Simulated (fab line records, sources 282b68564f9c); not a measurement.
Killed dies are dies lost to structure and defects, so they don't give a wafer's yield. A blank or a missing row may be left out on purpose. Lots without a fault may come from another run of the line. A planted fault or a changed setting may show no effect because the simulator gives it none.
fab line records | flow rit_cmos
record lots=6 wafers=18 last_day=7
route steps=202 shown NWELL@29 PWELL@39
lots that met no fault: from a run of the same line without faults
start_h: hours from the record's first day to the start of the lot's first wafer shown | wait_h: hours since the lot's step before | " the same as in the row above | L1.1+2: a row that stands for several wafers | - no value, or no start given | * or withheld: withheld | < > ~ a bound
route shown NAME@n: a module of which the file shows steps, and the number in the route of the first | usual: mean/standard deviation of fault-free wafers | same: alike in all rows | chamber/n: place in a boat | sites: the reading at each site | _std_site: their standard deviation | _edge_site: outer sites' mean less inner sites' | radius_mm: how far each site lies from the wafer's centre | mask NAME#n: copy n | behind: the tool/chamber that last shaped the wafer | hold: why the lot was held/for how many hours/how that ended | device: the transistor (n, p or np) that didn't switch | end of line: the same wafers' tests at the end of the route | a step without rows: its recipe alone | killed: dies lost to structure and defects at the first sort, not the wafer's yield | map: a wafer's dies, x killed, . not, _ none there
set.NAME: the setting as run; set.NAME@STEP: as run at that earlier step | model.NAME: the simulator's own value behind a step, which no gauge read
lots at some steps of the route; a table a step, a row a wafer
services: from which hour (start_h, from the record's first day; less than 0 if before it) a tool's chamber was out of use, for how many hours, and why
## steps
# step RIT_NWELL_COAT_01
# recipe resist=NOVOLAK spin_rpm=2000 resist_thk_nm=1300
# step RIT_NWELL_SOFTBAKE_02
# recipe resist=NOVOLAK temp_c=90 time_s=60
# step RIT_NWELL_EXPOSE_03
# recipe mask_id=M2 na=0.57 target_cd_nm=43900 dose_mj=250
# step RIT_NWELL_PEB_04
# recipe resist=NOVOLAK temp_c=withheld time_s=withheld
# step RIT_NWELL_DEVELOP_05
# recipe resist=NOVOLAK develop_time_s=68 dev_temp_c=23
# step RIT_NWELL_OVL_MEAS_06
# usual NWELL_OVL=-0.5/1.4
# columns lot.wafer tool chamber start_h wait_h NWELL_OVL[nm]
L353.2 overlay-02 - 47.76 - 3.4
L353.3 " - " " -1.3
L353.5 " - " " -0.9
L354.1 overlay-02 - 52.81 - 0.9
L354.2 " - " " 0.5
L354.4 " - " " -1.9
L355.1 overlay-02 - 55.54 - -0.6
L355.5 " - " " 0.6
L355.6 " - " " -0.9
L364.2 overlay-01 - 102.80 - -0.8
L364.4 " - " " -0.5
L364.5 " - " " -1.7
L369.1 overlay-01 - 128.16 - -1.1
L369.4 " - " " -2.2
L369.5 " - " " -0.2
L370.3 overlay-02 - 132.72 - -1.1
L370.4 " - " " -1.3
L370.6 " - " " 0.9
# step RIT_NWELL_HARDBAKE_07
# recipe resist=NOVOLAK temp_c=140 time_s=120
# step RIT_NWELL_IMPLANT_08
# recipe species=P energy_kev=170 dose_cm2=5e+13 tilt_deg=7
# step RIT_NWELL_STRIP_09
# recipe chemistry=O2 time_s=180 resist=NOVOLAK platen_temp_c=withheld power_w=500 pressure_mtorr=4000 o2_flow_sccm=4000
# usual chamber_pressure_mTorr=4000/3.9 drypump_motor_current_A=6.1/0.42
# columns lot.wafer tool chamber start_h wait_h chamber_pressure_mTorr drypump_motor_current_A rf_hours_counter_h
L353.2 plasma_asher-02 1 48.19 0.1 4002 5.7 40
L353.3 " 1 " " 4001 5.7 -
L353.5 " 0 " " 3999 6.6 -
L354.1 plasma_asher-01 1 53.25 0.1 3999 6.3 26
L354.2 " 0 " " 4004 5.8 26
L354.4 " 1 " " 4003 6.3 -
L355.1 plasma_asher-02 1 55.97 0.1 4004 5.8 41
L355.5 " 0 " " 3996 6.6 -
L355.6 " 1 " " 3999 5.8 -
L364.2 plasma_asher-02 0 103.23 0.1 3995 6.6 45
L364.4 " 0 " " 4006 6.6 -
L364.5 " 0 " " 4001 6.6 -
L369.1 plasma_asher-01 0 128.60 0.1 4005 5.9 34
L369.4 " 0 " " 4007 5.8 -
L369.5 " 1 " " 3995 6.3 -
L370.3 plasma_asher-02 1 133.20 0.1 3999 5.7 -
L370.4 " 0 " " 3998 6.6 -
L370.6 " 0 " " 4007 6.6 -
# step RIT_NWELL_TW_MEAS_10
# usual NWELL_TW=2125/11
# columns lot.wafer tool chamber start_h wait_h NWELL_TW
L353.2 film_metro-02 - 48.38 0.1 2119
L353.3 " - " " 2125
L353.5 " - " " 2128
L354.1 film_metro-01 - 53.42 0.1 2113
L354.2 " - " " 2113
L354.4 " - " " 2107
L355.1 film_metro-01 - 56.15 0.1 2125
L355.5 " - " " 2110
L355.6 " - " " 2123
L364.2 film_metro-02 - 103.41 0.1 2137
L364.4 " - " " 2137
L364.5 " - " " 2129
L369.1 film_metro-01 - 128.77 0.1 2125
L369.4 " - " " 2114
L369.5 " - " " 2124
L370.3 film_metro-03 - 133.33 0.1 2137
L370.4 " - " " 2136
L370.6 " - " " 2142
# step RIT_PWELL_HMDS_00
# recipe prime_time_s=60 prime_temp_c=140
# step RIT_PWELL_COAT_01
# recipe resist=NOVOLAK spin_rpm=2000 resist_thk_nm=1300
# step RIT_PWELL_SOFTBAKE_02
# recipe resist=NOVOLAK temp_c=90 time_s=60
# usual heater_power_total_W=34.56/0.049 run_length_s=89.28/0.11
# columns lot.wafer tool chamber start_h wait_h heater_power_total_W run_length_s
L353.2 litho_track-02 0 48.75 0.1 34.63 89.45
L353.3 " 0 " " 34.59 89.29
L353.5 " 0 " " 34.65 89.43
L354.1 litho_track-04 0 53.78 0.1 34.97 87.44
L354.2 " 0 " " 34.99 87.43
L354.4 " 0 " " 34.91 87.51
L355.1 litho_track-04 0 56.51 0.1 34.90 87.38
L355.5 " 0 " " 34.88 87.32
L355.6 " 0 " " 34.91 87.34
L364.2 litho_track-01 0 103.93 0.1 34.66 89.18
L364.4 " 0 " " 34.56 89.32
L364.5 " 0 " " 34.60 89.19
L369.1 litho_track-01 0 129.13 0.1 34.49 89.31
L369.4 " 0 " " 34.63 89.34
L369.5 " 0 " " 34.62 89.26
L370.3 litho_track-04 0 133.79 0.1 34.59 89.28
L370.4 " 0 " " 34.58 89.18
L370.6 " 0 " " 34.58 89.50
# step RIT_PWELL_EXPOSE_03
# recipe mask_id=M3 na=0.57 target_cd_nm=43700 dose_mj=250
## services
# columns tool chamber start_h hours kind
plasma_asher-02 - 34.92 0.8 repair
## key
first_sign step=RIT_PWELL_SOFTBAKE_02 reading=run_length_s direction=down sigmas=17 usual=* struck=*
effect step=RIT_PWELL_SOFTBAKE_02 reading=heater_power_total_W direction=up sigmas=7.4 usual=34.56 struck=34.92
met_at RIT_PWELL_SOFTBAKE_02
struck_wafers L354.1,L354.2,L354.4,L355.1,L355.5,L355.6
tester_left_out L354,L355
fault kind=process_parameter_drift tool=litho_track-04 chamber=- onset_h=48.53 steps=RIT_PWELL_SOFTBAKE_02 channel=time_s offset=* shape=step end_h=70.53 acts_in=* stated=*
# tester_left_out: of these lots the tester's yield and bins aren't shown, on N5 and GAA mostly nor the transistor test; their killed dies are dies lost to structure and defects alone, not to doping, threshold or leakage, so they don't give the yield
